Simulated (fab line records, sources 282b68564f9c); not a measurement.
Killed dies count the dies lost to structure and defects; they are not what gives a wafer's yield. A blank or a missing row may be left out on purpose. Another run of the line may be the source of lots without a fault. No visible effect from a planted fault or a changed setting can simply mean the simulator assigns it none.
fab line records    flow rit-cmos
[record] lots = 13  wafers = 39  last-day = 7
route steps=202 shown PWELL@49 NRETRO@59 GATE@84
lots with no fault: from the same line, run without faults
start-h: hours from the record's first day to the start of the lot's first wafer shown    wait-h: hours elapsed since this lot's preceding step    " as in the row above    L1.1+2: several wafers, shown together as one row    - value missing, or start not given    * or withheld: withheld    < > ~ a bound
route shown NAME@n: a module of which the file shows steps, and the number in the route of the first    usual: mean/standard deviation taken from wafers without a fault    same: alike in all rows    chamber/n: place in a boat    sites: the reading at each site    _std_site: the standard deviation of these    _edge_site: inner sites' mean taken away from outer sites' mean    radius-mm: for every site, how far away it sits from the centre of the wafer    mask NAME#n: copy n    behind: the most recent tool/chamber to have shaped the wafer    hold: the reason the lot was held/the length of the hold in hours/how it ended    device: names the non-switching transistor (n, p or np)    end of line: tests run on the same wafers once the route is complete    a step with no rows: only its recipe    killed: not the wafer's yield, but the dies lost to structure and defects at the first sort    map: per-die view of a wafer (x killed, . not killed, _ where there is no die)
set.NAME: the setting that was run; set.NAME@STEP: the one run at that earlier step    model.NAME: the simulator's own value behind a step, which no gauge read
one table for each step of the route and one row for each wafer, over a sample of lots
services: from which hour (start-h, from the record's first day; less than 0 if before it) a tool's chamber was out of use, for how many hours, and why
[[steps]]
[step RIT_PWELL_TW_MEAS_10]
[usual] PWELL_TW = 948/8.2
lot.wafer  tool           chamber  start-h  wait-h  PWELL_TW
L537.2     film-metro-04  -        24.66    0.1     952
L537.4     "              -        "        "       952
L537.6     "              -        "        "       956
L538.2     film-metro-03  -        29.63    0.1     938
L538.3     "              -        "        "       935
L538.5     "              -        "        "       940
L539.1     film-metro-01  -        34.03    0.1     954
L539.3     "              -        "        "       951
L539.4     "              -        "        "       948
L540.2     film-metro-01  -        38.78    0.1     944
L540.4     "              -        "        "       952
L540.5     "              -        "        "       955
L541.1     film-metro-03  -        43.32    0.1     929
L541.3     "              -        "        "       937
L541.6     "              -        "        "       939
L542.2     film-metro-01  -        49.66    0.1     952
L542.3     "              -        "        "       945
L542.5     "              -        "        "       949
L543.1     film-metro-01  -        52.46    0.1     945
L543.2     "              -        "        "       952
L543.4     "              -        "        "       945
L544.2     film-metro-01  -        61.76    0.1     947
L544.3     "              -        "        "       950
L544.6     "              -        "        "       953
L545.1     film-metro-01  -        65.49    0.1     950
L545.2     "              -        "        "       951
L545.3     "              -        "        "       951
L546.2     film-metro-04  -        72.37    0.1     963
L546.5     "              -        "        "       965
L546.6     "              -        "        "       965
L547.1     film-metro-03  -        75.58    0.1     935
L547.3     "              -        "        "       936
L547.5     "              -        "        "       946
L555.1     film-metro-01  -        114.44   0.1     956
L555.4     "              -        "        "       947
L555.5     "              -        "        "       947
L560.1     film-metro-01  -        139.71   0.1     952
L560.5     "              -        "        "       949
L560.6     "              -        "        "       952
[step RIT_NRETRO_OVL_MEAS_06]
[usual] NRETRO_OVL = 0.2/1.2
lot.wafer  tool        chamber  start-h  wait-h  NRETRO_OVL[nm]
L537.2     overlay-02  -        31.95    -       1.5
L537.4     "           -        "        "       -0.4
L537.6     "           -        "        "       2.9
L538.2     overlay-01  -        36.20    -       1.2
L538.3     "           -        "        "       1.9
L538.5     "           -        "        "       1.9
L539.1     overlay-01  -        40.73    -       1.2
L539.3     "           -        "        "       1.9
L539.4     "           -        "        "       1.5
L540.2     overlay-02  -        45.42    -       0.4
L540.4     "           -        "        "       2.3
L540.5     "           -        "        "       1.4
L541.1     overlay-01  -        49.58    -       1.0
L541.3     "           -        "        "       1.8
L541.6     "           -        "        "       1.0
L542.2     overlay-01  -        56.04    -       -0.7
L542.3     "           -        "        "       1.3
L542.5     "           -        "        "       -0.2
L543.1     overlay-02  -        59.66    -       0.4
L543.2     "           -        "        "       -0.5
L543.4     "           -        "        "       0.0
L544.2     overlay-02  -        68.15    -       0.2
L544.3     "           -        "        "       1.2
L544.6     "           -        "        "       -0.8
L545.1     overlay-02  -        72.62    -       1.0
L545.2     "           -        "        "       -1.5
L545.3     "           -        "        "       1.1
L546.2     overlay-02  -        78.89    -       0.7
L546.5     "           -        "        "       -1.1
L546.6     "           -        "        "       0.4
L547.1     overlay-01  -        82.72    -       1.1
L547.3     "           -        "        "       1.3
L547.5     "           -        "        "       1.5
L555.1     overlay-01  -        120.98   -       1.4
L555.4     "           -        "        "       1.7
L555.5     "           -        "        "       2.1
L560.1     overlay-02  -        146.15   -       -0.9
L560.5     "           -        "        "       -0.1
L560.6     "           -        "        "       0.2
[step RIT_NRETRO_STRIP_09]
[recipe] chemistry = O2  time-s = 180  resist = NOVOLAK  platen-temp-c = withheld  power-w = 500  pressure-mtorr = 4000  o2-flow-sccm = 4000
[usual] drypump-motor-current-A = 5.7/0.49
lot.wafer  tool             chamber  start-h  wait-h  drypump-motor-current-A  rf-hours-counter-h
L537.2     plasma-asher-04  0        32.38    0.1     5.7                      38
L537.4     "                0        "        "       5.7                      -
L537.6     "                1        "        "       6.2                      -
L538.2     plasma-asher-01  0        36.63    0.1     4.9                      25
L538.3     "                1        "        "       6.6                      -
L538.5     "                1        "        "       6.6                      -
L539.1     plasma-asher-01  1        41.17    0.1     6.6                      26
L539.3     "                1        "        "       6.6                      -
L539.4     "                0        "        "       4.9                      -
L540.2     plasma-asher-04  1        45.85    0.1     6.2                      40
L540.4     "                0        "        "       5.8                      -
L540.5     "                1        "        "       6.2                      -
L541.1     plasma-asher-04  1        50.02    0.1     6.2                      40
L541.3     "                1        "        "       6.2                      -
L541.6     "                0        "        "       5.8                      -
L542.2     plasma-asher-04  0        56.47    0.1     5.8                      41
L542.3     "                1        "        "       6.2                      -
L542.5     "                1        "        "       6.2                      -
L543.1     plasma-asher-03  1        60.10    0.1     5.2                      39
L543.2     "                0        "        "       5.5                      39
L543.4     "                0        "        "       5.5                      -
L544.2     plasma-asher-03  0        68.58    0.1     5.5                      40
L544.3     "                0        "        "       5.6                      -
L544.6     "                1        "        "       5.2                      -
L545.1     plasma-asher-01  0        73.06    0.1     5.0                      29
L545.2     "                1        "        "       6.6                      29
L545.3     "                1        "        "       6.6                      -
L546.2     plasma-asher-03  1        79.32    0.1     5.2                      41
L546.5     "                0        "        "       5.6                      -
L546.6     "                1        "        "       5.2                      -
L547.1     plasma-asher-03  0        83.16    0.1     5.5                      41
L547.3     "                0        "        "       5.5                      -
L547.5     "                0        "        "       5.5                      -
L555.1     plasma-asher-03  1        121.41   0.1     5.2                      47
L555.4     "                1        "        "       5.2                      -
L555.5     "                0        "        "       5.5                      -
L560.1     plasma-asher-03  1        146.58   0.1     5.2                      50
L560.5     "                0        "        "       5.5                      -
L560.6     "                1        "        "       5.2                      -
[step RIT_GATE_CVD_08]
[recipe] material = poly-Si  target-thk-nm = 250  temp-c = 610  precursor = SiH4  time-s = 2220  pressure-mtorr = 300  sih4-flow-sccm = 100
[usual] zone-power-load-pct = 12.8/0.42
lot.wafer  tool      chamber  start-h  wait-h  zone-power-load-pct
L537.2     lpcvd-01  1        36.33    0.0     12.8
L537.4     "         1        "        "       12.5
L537.6     "         1        "        "       12.8
L538.2     lpcvd-01  1        42.36    0.0     12.9
L538.3     "         1        "        "       12.5
L538.5     "         1        "        "       12.6
L539.1     lpcvd-01  0        45.90    0.8     12.4
L539.3     "         0        "        "       12.3
L539.4     "         0        "        "       12.4
L540.2     lpcvd-01  1        49.85    0.0     12.7
L540.4     "         1        "        "       12.6
L540.5     "         1        "        "       12.6
L541.1     lpcvd-01  1        57.36    1.0     12.7
L541.3     "         1        "        "       12.8
L541.6     "         1        "        "       12.6
L542.2     lpcvd-01  0        62.94    2.8     12.4
L542.3     "         0        "        "       12.6
L542.5     "         0        "        "       12.4
L543.1     lpcvd-02  0        64.59    0.7     12.4
L543.2     "         0        "        "       12.5
L543.4     "         0        "        "       12.3
L544.2     lpcvd-02  1        74.91    1.2     13.4
L544.3     "         1        "        "       13.5
L544.6     "         1        "        "       13.6
L545.1     lpcvd-01  0        77.64    0.3     12.4
L545.2     "         0        "        "       12.6
L545.3     "         0        "        "       12.5
L546.2     lpcvd-02  1        85.78    0.0     13.7
L546.5     "         1        "        "       13.5
L546.6     "         1        "        "       13.8
L547.1     lpcvd-01  1        90.35    0.1     12.6
L547.3     "         1        "        "       13.0
L547.5     "         1        "        "       12.7
L555.1     lpcvd-01  0        125.12   0.1     12.3
L555.4     "         0        "        "       12.3
L555.5     "         0        "        "       12.5
L560.1     lpcvd-02  0        153.62   0.8     12.3
L560.5     "         0        "        "       12.5
L560.6     "         0        "        "       12.6
[step RIT_GATE_THK_MEAS_09]
[recipe] reads = poly-Si_of_GATE_CVD_08
[usual] GATE_POLY_THK = 250.4/2.6
lot.wafer  tool           chamber  start-h  wait-h  GATE_POLY_THK[nm]
L537.2     film-metro-01  -        37.96    0.0     249.8
L537.4     "              -        "        "       249.0
L537.6     "              -        "        "       246.6
L538.2     film-metro-02  -        43.99    0.0     246.8
L538.3     "              -        "        "       248.3
L538.5     "              -        "        "       249.8
L539.1     film-metro-01  -        47.51    0.0     249.8
L539.3     "              -        "        "       249.2
L539.4     "              -        "        "       251.1
L540.2     film-metro-01  -        51.47    0.0     250.8
L540.4     "              -        "        "       251.2
L540.5     "              -        "        "       251.7
L541.1     film-metro-01  -        58.98    0.0     251.1
L541.3     "              -        "        "       250.3
L541.6     "              -        "        "       250.9
L542.2     film-metro-01  -        64.57    0.0     247.7
L542.3     "              -        "        "       249.7
L542.5     "              -        "        "       247.2
L543.1     film-metro-02  -        66.21    0.0     251.4
L543.2     "              -        "        "       247.5
L543.4     "              -        "        "       248.5
L544.2     film-metro-02  -        76.54    0.0     251.4
L544.3     "              -        "        "       253.0
L544.6     "              -        "        "       251.7
L545.1     film-metro-02  -        79.26    0.0     251.4
L545.2     "              -        "        "       251.8
L545.3     "              -        "        "       252.8
L546.2     film-metro-01  -        87.40    0.0     250.0
L546.5     "              -        "        "       247.9
L546.6     "              -        "        "       247.2
L547.1     film-metro-01  -        92.78    0.0     247.5
L547.3     "              -        "        "       245.1
L547.5     "              -        "        "       247.7
L555.1     film-metro-01  -        126.73   0.0     274.7
L555.4     "              -        "        "       274.9
L555.5     "              -        "        "       277.2
L560.1     film-metro-02  -        155.23   0.0     253.2
L560.5     "              -        "        "       254.9
L560.6     "              -        "        "       254.1
[step RIT_GATE_ETCH_19]
[recipe] chemistry = SF6/CHF3/O2  time-s = 165  SF6_flow_sccm = 30  CHF3_flow_sccm = 30  O2_flow_sccm = 5  target = poly-Si  pressure-mtorr = 40  rf-w = 160  target-depth-a = 3125  over-etch-frac = 0.25  stop-on = SiO2
[usual] drypump-motor-current-A = 5.8/0.52  oes-product-au = 0.849/0.01  throttle-valve-pct = 10.29/0.12
[same] over-etch-frac = 0.25
lot.wafer  tool       chamber  start-h  wait-h  drypump-motor-current-A  oes-product-au  rf-hours-counter-h  throttle-valve-pct
L537.2     rie-si-02  3        39.30    0.1     5.4                      0.844           132                 10.47
L537.4     "          0        "        "       5.7                      0.846           146                 10.19
L537.6     "          0        "        "       5.7                      0.840           -                   10.21
L538.2     rie-si-01  0        45.32    0.1     6.7                      0.828           60                  10.29
L538.3     "          1        "        "       5.9                      0.857           69                  10.37
L538.5     "          0        "        "       6.7                      0.839           -                   10.27
L539.1     rie-si-02  1        48.73    0.1     5.6                      0.838           11                  10.38
L539.3     "          0        "        "       5.7                      0.844           146                 10.20
L539.4     "          3        "        "       5.4                      0.850           132                 10.45
L540.2     rie-si-01  3        52.75    0.1     6.8                      0.860           47                  10.07
L540.4     "          0        "        "       6.7                      0.838           60                  10.28
L540.5     "          2        "        "       5.3                      0.853           -                   10.22
L541.1     rie-si-02  1        60.34    0.1     5.6                      0.841           11                  10.37
L541.3     "          0        "        "       5.7                      0.850           146                 10.19
L541.6     "          3        "        "       5.4                      0.849           -                   10.45
L542.2     rie-si-01  1        65.90    0.1     5.9                      0.855           70                  10.37
L542.3     "          2        "        "       5.3                      0.844           77                  10.24
L542.5     "          2        "        "       5.3                      0.834           -                   10.23
L543.1     rie-si-02  1        67.65    0.1     5.6                      0.847           11                  10.37
L543.2     "          0        "        "       5.7                      0.848           146                 10.19
L543.4     "          3        "        "       5.3                      0.849           133                 10.46
L544.2     rie-si-01  2        77.87    0.1     5.3                      0.842           77                  10.22
L544.3     "          1        "        "       5.8                      0.865           70                  10.37
L544.6     "          3        "        "       6.8                      0.866           -                   10.07
L545.1     rie-si-02  1        80.60    0.1     5.6                      0.840           11                  10.37
L545.2     "          0        "        "       5.7                      0.865           146                 10.21
L545.3     "          3        "        "       5.4                      0.859           133                 10.47
L546.2     rie-si-01  0        88.61    0.1     6.7                      0.837           60                  10.29
L546.5     "          2        "        "       5.3                      0.839           -                   10.22
L546.6     "          3        "        "       6.8                      0.850           -                   10.07
L547.1     rie-si-02  2        94.12    0.1     5.4                      0.846           119                 10.40
L547.3     "          0        "        "       5.7                      0.834           146                 10.20
L547.5     "          1        "        "       5.6                      0.836           -                   10.35
L555.1     rie-si-02  0        127.95   0.1     5.7                      0.910           147                 10.20
L555.4     "          2        "        "       5.4                      0.914           120                 10.40
L555.5     "          0        "        "       5.7                      0.917           -                   10.19
L560.1     rie-si-01  1        156.45   0.1     5.8                      0.868           70                  10.38
L560.5     "          2        "        "       5.3                      0.857           -                   10.21
L560.6     "          1        "        "       5.9                      0.862           -                   10.37
[[services]]
tool             chamber  start-h  hours  kind
rie-si-01        -        11.36    0.7    repair
plasma-asher-03  -        19.09    12.5   repair
rie-si-02        3        23.51    1.0    repair
plasma-asher-01  -        29.87    3.1    repair
plasma-asher-03  -        31.62    2.8    pm
plasma-asher-04  -        43.96    1.8    repair
lpcvd-02         -        49.99    14.6   pm
rie-si-02        2        52.18    14.7   repair
rie-si-01        -        57.58    2.8    pm
rie-si-01        -        67.39    0.2    repair
rie-si-01        3        75.49    2.2    repair
plasma-asher-01  -        78.99    1.2    repair
rie-si-02        2        80.01    10.8   repair
rie-si-02        3        85.26    8.4    repair
plasma-asher-04  -        100.62   2.8    pm
plasma-asher-01  -        101.44   14.6   pm
plasma-asher-04  -        108.75   9.0    pm
plasma-asher-04  0        108.75   9.0    vent-cycle
plasma-asher-04  1        108.75   9.0    vent-cycle
plasma-asher-04  -        126.64   2.2    repair
rie-si-02        0        128.06   -      clean
rie-si-02        0        128.06   17.9   scheduled-down
rie-si-02        0        128.06   17.9   vent-cycle
rie-si-01        0        150.38   8.6    repair
[[key]]
[first-sign] step = RIT_GATE_THK_MEAS_09  reading = GATE_POLY_THK  direction = up  sigmas = 9.8  usual = 250.4  struck = 275.6
[effect] step = RIT_GATE_ETCH_19  reading = oes-product-au  direction = up  sigmas = 6.3  usual = 0.849  struck = 0.914
met-at RIT_GATE_CVD_08
struck-lots L555
struck-wafers L555.1,L555.4,L555.5
tester-left-out L555
not-acting-at RIT_PWELL_TW_MEAS_10,RIT_NRETRO_OVL_MEAS_06,RIT_NRETRO_STRIP_09
onset-between 77.64 125.12
[fault] kind = process-parameter-drift  tool = lpcvd-01  chamber = 0  onset-h = 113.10  steps = RIT_GATE_CVD_08  channel = target-thk-nm  offset = 20  shape = step  end-h = 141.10  acts-in = these-recipes-only  stated = 250
// tester-left-out: of these lots the tester's yield and bins aren't shown, on N5 and GAA mostly nor the transistor test; their killed dies are dies lost to structure and defects alone, not to doping, threshold or leakage, so they don't give the yield
